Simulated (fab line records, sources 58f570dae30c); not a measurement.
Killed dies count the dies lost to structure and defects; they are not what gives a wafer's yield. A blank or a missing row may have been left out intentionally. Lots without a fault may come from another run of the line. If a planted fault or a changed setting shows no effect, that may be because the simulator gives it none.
Which of the tools did it?	flow berkeleyCmos170	14 lots with 42 wafers sampled at 6 steps, on a route of 331 steps

== WHAT EACH GAUGE READ, for each wafer ==
UCB170_ACTIVE_OVL_MEAS_14.
lot	measured	on	ACTIVE_OVL (nm)
L116	day 4 19:44	overlay-02	1 -3 -5
L117	day 5 02:26	overlay-01	-3 2 0
L118	day 5 12:22	overlay-01	-7 -5 -1
L121	day 5 19:48	overlay-01	1 6 5
L120	day 5 20:02	overlay-02	-14 6 -2
L122	day 6 04:08	overlay-02	-7 -4 0
L123	day 6 04:22	overlay-01	3 -3 1
L124	day 6 13:46	overlay-01	-5 3 -1
L126	day 7 03:29	overlay-02	-3 2 -4
L125	day 7 03:30	overlay-01	8 -2 0
L127	day 7 15:13	overlay-02	1 -4 -3
L137	day 9 19:53	overlay-01	-4 2 -3
L138	day 9 20:11	overlay-02	-3 -4 -6
L139	day 10 08:14	overlay-02	3 -2 -4

UCB170_PVT_OVL_MEAS_06.
lot	measured	on	PVT_OVL (nm)
L116	day 6 23:50	overlay-01	-5 -9 -5
L117	day 7 00:05	overlay-01	-8 0 -1
L118	day 7 16:13	overlay-02	4 1 9
L121	day 7 16:13	overlay-01	6 7 9
L120	day 7 16:16	overlay-02	-1 -2 8
L122	day 8 03:26	overlay-01	-10 -5 -3
L123	day 8 03:40	overlay-02	0 -4 3
L124	day 8 14:28	overlay-01	-7 1 1
L126	day 9 00:26	overlay-01	6 -2 10
L125	day 9 00:17	overlay-02	-11 1 1
L127	day 9 10:50	overlay-02	-4 -2 6
L137	day 11 11:20	overlay-02	1 2 1
L138	day 11 11:37	overlay-01	-4 0 -7
L139	day 12 00:22	overlay-02	5 2 7

UCB170_GATE_THK_MEAS_05.
lot	measured	on	GATE_POLY_THK (nm)
L116	day 7 17:19	filmMetro-01	214.3 214.3 216.2
L117	day 7 17:18	filmMetro-03	216.7 216.1 214.6
L118	day 8 05:48	filmMetro-04	213.0 212.8 214.0
L121	day 8 05:49	filmMetro-03	213.6 212.8 212.3
L120	day 8 05:49	filmMetro-01	213.7 214.9 214.5
L122	day 8 17:09	filmMetro-04	214.7 213.4 212.0
L123	day 8 17:08	filmMetro-03	213.4 213.2 211.2
L124	day 9 06:56	filmMetro-04	213.2 212.1 213.8
L126	day 9 10:16	filmMetro-01	157.6 157.5 157.5 157.6 157.6 157.5
L125	day 9 10:16	filmMetro-03	160.5 160.7 161.2 160.5 160.7 161.0
L127	day 9 23:43	filmMetro-03	211.9 209.5 211.1
L137	day 12 01:50	filmMetro-01	212.5 212.5 213.2
L138	day 12 01:52	filmMetro-03	216.9 217.1 217.4
L139	day 12 13:56	filmMetro-01	212.1 211.8 213.5

UCB170_PSD_TW_MEAS_10.
lot	measured	on	PSD_TW
L116	day 8 09:57	filmMetro-04	2347 2332 2321
L117	day 8 10:13	filmMetro-02	2312 2317 2313
L118	day 8 20:14	filmMetro-02	2308 2325 2324
L121	day 8 20:43	filmMetro-03	2289 2292 2287
L120	day 8 20:47	filmMetro-02	2306 2310 2311
L122	day 9 06:05	filmMetro-03	2300 2295 2280
L123	day 9 05:58	filmMetro-04	2338 2347 2336
L124	day 9 23:16	filmMetro-03	2300 2277 2286
L126	day 10 04:12	filmMetro-04	2346 2341 2337
L125	day 10 00:35	filmMetro-04	2339 2327 2330
L127	day 10 14:27	filmMetro-03	2308 2301 2285
L137	day 12 17:51	filmMetro-04	2319 2336 2329
L138	day 12 16:58	filmMetro-02	2336 2341 2346
L139	day 13 05:37	filmMetro-04	2333 2334 2338

== EACH LOT AND THE TOOL THAT RAN IT (in order: tool; ch and the chambers of the sampled wafers; start) ==
lot	UCB170_GATE_CVD_04	UCB170_GATE_ETCH_15
L116	lpcvd-01 ch 0, day 7 15:53	rieSi-02 ch 1,2,3, day 7 18:25
L117	lpcvd-01 ch 1, day 7 15:53	rieSi-01 ch 1,2,3, day 7 18:41
L118	lpcvd-02 ch 0, day 8 04:24	rieSi-01 ch 1,2, day 8 07:02
L121	lpcvd-02 ch 0, day 8 04:24	rieSi-01 ch 0,1, day 8 07:28
L120	lpcvd-02 ch 0, day 8 04:24	rieSi-02 ch 1,3, day 8 07:17
L122	lpcvd-02 ch 0, day 8 15:44	rieSi-02 ch 1,3, day 8 18:28
L123	lpcvd-02 ch 1, day 8 15:44	rieSi-01 ch 2,3, day 8 18:14
L124	lpcvd-01 ch 0, day 9 05:32	rieSi-01 ch 0,1,2, day 9 08:16
L126	lpcvd-02 ch 0, day 9 08:51	rieSi-01 ch 0,2,3, day 9 18:18
L125	lpcvd-02 ch 1, day 9 08:51	rieSi-02 ch 1,3, day 9 16:05
L127	lpcvd-01 ch 1, day 9 22:19	rieSi-02 ch 2,3, day 10 01:52
L137	lpcvd-02 ch 1, day 12 00:26	rieSi-01 ch 0,2,3, day 12 03:04
L138	lpcvd-02 ch 1, day 12 00:26	rieSi-02 ch 1,2, day 12 02:56
L139	lpcvd-01 ch 1, day 12 12:31	rieSi-02 ch 0,3, day 12 15:53
- UCB170_GATE_CVD_04: deposits poly-Si from SiH4, time 1440 s, target thk 214 nm.
- UCB170_GATE_ETCH_15: etches poly-Si in HBr/Cl2, stops on SiO2, time 56.3 s, target depth 278.2 nm.

== AS READ BY THE TOOLS THEMSELVES (means over the sampled wafers that have a number; for cases with no such wafer, the mark the record gives instead) ==
UCB170_GATE_CVD_04.
lot	tool	spikeTcCentreC (C)	spikeTcLoadC (C)	spikeTcSourceC (C)	susceptorTempC (C)
L116	lpcvd-01	612.2	628.8	634.2	610.12
L117	lpcvd-01	611.0	636.5	627.0	609.72
L118	lpcvd-02	612.4	632.6	631.6	610.12
L121	lpcvd-02	611.6	633.6	631.8	609.68
L120	lpcvd-02	611.1	633.8	631.3	609.93
L122	lpcvd-02	610.5	633.7	631.4	610.05
L123	lpcvd-02	613.1	632.0	634.3	610.02
L124	lpcvd-01	612.5	628.6	633.7	610.14
L126	lpcvd-02	599.5	621.9	619.0	598.15
L125	lpcvd-02	602.0	619.6	621.6	598.04
L127	lpcvd-01	611.9	635.7	627.9	609.80
L137	lpcvd-02	613.3	632.0	634.6	610.02
L138	lpcvd-02	613.4	631.7	635.4	609.95
L139	lpcvd-01	611.8	636.8	627.4	610.06

UCB170_GATE_ETCH_15.
lot	tool	drypumpMotorCurrentA (A)	oesProductAu (a.u.)	throttleValvePct (%)
L116	rieSi-02	5.6	0.842	26.4
L117	rieSi-01	5.3	0.830	26.1
L118	rieSi-01	5.3	0.822	26.3
L121	rieSi-01	5.1	0.833	26.1
L120	rieSi-02	6.0	0.838	26.4
L122	rieSi-02	6.0	0.836	26.4
L123	rieSi-01	5.5	0.821	26.2
L124	rieSi-01	5.2	0.832	26.2
L126	rieSi-01	5.4	0.682	26.2
L125	rieSi-02	6.0	0.695	26.7
L127	rieSi-02	5.3	0.818	26.3
L137	rieSi-01	5.4	0.824	26.2
L138	rieSi-02	5.8	0.839	26.7
L139	rieSi-02	5.8	0.827	26.5

== THE ANSWER, worked out from the rows above alone ==
Rule: usual is defined by the lots themselves. Put in order of their means at a reading, lots are off if they are a third of the lots or fewer, leave a main group of 4 or more, and stand apart from it by a gap of 3 or more times the standard deviation of the main group's means; of several such gaps the widest counts. The tables above print the reading to a certain number of digits; a main group whose means all agree to those digits is not used. A lot without any number at a reading at which 4 lots or more have one is off too. Where the step has rows for the other lots, those lots are counted as sound. Order of review: gauges by route order, followed by the tools' own readings, for which a lot's mean as printed above is used. The first step at which some lot is off is used, and at that step the reading that is off furthest; a lot without a number counts as furthest.
Off: at UCB170_GATE_THK_MEAS_05 (GATE_POLY_THK), L126, L125. Mean 213.6 nm and standard deviation 1.6 in the main group.
If a tool, at a process step before that reading, ran all the lots that are off and no sound lot after the first of them, it fits. The gauges at UCB170_GATE_THK_MEAS_05 aren't tried: what is off there is off at UCB170_GATE_CVD_04 too, on other tools, and a gauge's error can't cause that. Not one of the candidates tried fits.

== WHAT THE SIMULATOR HAD INSERTED ==
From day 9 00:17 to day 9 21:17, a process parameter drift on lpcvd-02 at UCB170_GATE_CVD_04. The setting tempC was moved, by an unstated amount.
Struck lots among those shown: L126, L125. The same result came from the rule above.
